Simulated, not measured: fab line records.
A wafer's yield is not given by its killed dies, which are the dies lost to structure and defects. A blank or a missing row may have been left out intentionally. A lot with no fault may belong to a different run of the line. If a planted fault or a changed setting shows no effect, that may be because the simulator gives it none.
The tool behind it: which one? -- flow berkeley cmos170 -- Sampling: 6 lots, 18 wafers, 2 of 331 route steps

WHAT THE GAUGES READ, wafer by wafer
UCB170_NSD_CD_MEAS_06 targets a cd of 1200 nm.
lot,measured,on,cd nm (nm)
L653,day 8 14:41,cd sem-02,1201.7 1201.1 1201.6
L657,day 9 01:33,cd sem-02,1202.2 1202.0 1202.5
L659,day 9 12:35,cd sem-02,1199.5 1197.9 1198.8
L661,day 9 22:08,cd sem-01,1198.6 1198.4 1198.2
L663,day 10 13:52,cd sem-01,1200.0 1199.4 1199.1
L664,day 10 18:32,cd sem-02,1201.1 1201.3 1203.0

EACH LOT AND THE TOOL THAT RAN IT (in order: tool; ch and the chambers of the sampled wafers; start)
lot,UCB170_NSD_EXPOSE_03
L653,"krf scanner-02 ch 0, day 8 13:45"
L657,"krf scanner-02 ch 0, day 9 00:53"
L659,"krf scanner-01 ch 0, day 9 11:12"
L661,"krf scanner-02 ch 0, day 9 21:28"
L663,"krf scanner-02 ch 0, day 10 13:26"
L664,"krf scanner-01 ch 0, day 10 17:59"
- UCB170_NSD_EXPOSE_03: exposes mask NSELECT MOD, target cd 1200 nm.

THE ANSWER, worked out from the rows above alone
Rule: the usual values come from the lots themselves. The widest of any qualifying gaps counts: lots, ordered by their means at a reading, are off when they make up no more than a third of the lots, leave a main group of 4 or more, and stand apart from it by 3 or more times the standard deviation of that group's means. The tables above print the reading to a certain number of digits; a main group whose means all agree to those digits is not used. Also off: a lot with no number at a reading for which 4 or more lots have one. All remaining lots with rows at the step are treated as sound.
No lot is off on any of the readings shown, so nothing can be concluded from this.

WHAT THE SIMULATOR HAD INSERTED
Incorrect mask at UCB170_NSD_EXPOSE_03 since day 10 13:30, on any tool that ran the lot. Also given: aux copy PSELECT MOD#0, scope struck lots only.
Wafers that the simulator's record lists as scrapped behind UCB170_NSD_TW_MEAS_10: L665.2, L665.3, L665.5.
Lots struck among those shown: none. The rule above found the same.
